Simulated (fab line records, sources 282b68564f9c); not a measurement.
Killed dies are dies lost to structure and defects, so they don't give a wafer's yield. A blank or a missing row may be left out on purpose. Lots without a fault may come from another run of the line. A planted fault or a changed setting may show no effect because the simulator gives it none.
Problem report in the 8D (eight disciplines) form, filled by code | flow rit_cmos | the parts of the form that need people (team, actions taken, sign-off) are left out

1. THE PROBLEM
ACTIVE_NITRIDE_THK at RIT_ACTIVE_THK_MEAS_04 reads a mean of 210.6 nm on 6 wafers of 2 lots; wafers without a fault read 150.4 nm with a standard deviation of 1.2. That is +50 standard deviations from the usual mean.
First seen on wafer L879.3, day 4 16:33, on film_metro-04. The record holds 39 wafers of 13 lots with a number at this step. Rule for "out", or "out of limits": more than 4 standard deviations from the usual mean. The other wafers with a number count as sound.

2. WHAT IT IS AND WHAT IT IS NOT
question                    | is                           | is not
which readings at this step | ACTIVE_NITRIDE_THK           | -
which lots                  | L879, L881                   | L864, L865, L866, L867, L868, L869, L870, L871, L882, L885, L887
which wafers of those lots  | all that have a number       | -
read on which gauges        | film_metro-01, film_metro-04 | film_metro-03
when                        | from day 4 16:33             | up to then (24 sound wafers); but 9 sound wafers of L882, L885, L887 came after

3. SUSPECTS, AND WHAT RULES EACH OUT
Counting: a tool at a process step up to the reading stays a suspect if it ran every lot that is out and no sound lot after the first of them.
- the gauge at RIT_ACTIVE_THK_MEAS_04: ruled out. The wafers that are out were read on 2 gauges (film_metro-01, film_metro-04).
- lpcvd-02 at RIT_ACTIVE_CVD_03 (deposits Si3N4 from SiH2Cl2/NH3, target thk 150 nm, time 1500 s): kept. It ran every lot that is out, first L879 (day 4 15:07), and no sound lot after that; its last sound lot up to then is L871 (day 2 23:07). Its own readings are out on those wafers: spike_tc_centre_C, spike_tc_load_C, spike_tc_source_C, susceptor_temp_C.
Left after counting: lpcvd-02 at RIT_ACTIVE_CVD_03.

4. THE CAUSE (what the simulator had put in)
Process parameter drift: lpcvd-02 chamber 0, from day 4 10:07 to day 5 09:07, at RIT_ACTIVE_CVD_03. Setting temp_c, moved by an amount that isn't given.
Counting left only this tool.

5. THE CHAIN OF EFFECTS, in route order
Each row: a reading whose mean over the struck wafers that have a number lies more than 3 standard deviations from the usual. Only readings for which the record gives a usual standard deviation are gone through. hours: the time from each lot's start at the first step in this table that gives one to its start at this step, as a median over the lots. sigmas: the change in usual standard deviations.
hours | step                   | reading            | usual      | on struck wafers | change | sigmas
0     | RIT_ACTIVE_CVD_03      | spike_tc_centre_C  | 811.9 C    | 830.4            | +18.5  | +19
0     | RIT_ACTIVE_CVD_03      | spike_tc_load_C    | 832 C      | 851              | +19    | +5.8
0     | RIT_ACTIVE_CVD_03      | spike_tc_source_C  | 834.8 C    | 856.6            | +21.9  | +10
0     | RIT_ACTIVE_CVD_03      | susceptor_temp_C   | 810.0 C    | 829.1            | +19.1  | +62
1     | RIT_ACTIVE_THK_MEAS_04 | ACTIVE_NITRIDE_THK | 150.4 nm   | 210.6            | +60.2  | +50
3     | RIT_ACTIVE_ETCH_13     | oes_product_au     | 0.821 a.u. | 0.986            | +0.165 | +13
The process steps in it:
- RIT_ACTIVE_CVD_03: deposits Si3N4 from SiH2Cl2/NH3, target thk 150 nm, time 1500 s.
- RIT_ACTIVE_ETCH_13: etches Si3N4 in SF6, stops on SiO2, time 210 s, target depth 210 nm.

6. WHAT WOULD HAVE CAUGHT IT SOONER
In this record the first reading out of limits at a measuring or inspecting step was taken at day 4 16:33, 6 hours after the fault began at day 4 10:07.
The tool's own readings at RIT_ACTIVE_CVD_03 were out on every struck wafer that the step has a row for (spike_tc_centre_C, spike_tc_load_C, spike_tc_source_C, susceptor_temp_C): an alarm limit on them would have fired on the first of those.
Of the lots that are out (2), L881 began RIT_ACTIVE_CVD_03 on lpcvd-02 after day 4 16:33. A hold on the tool at that time would have spared it.
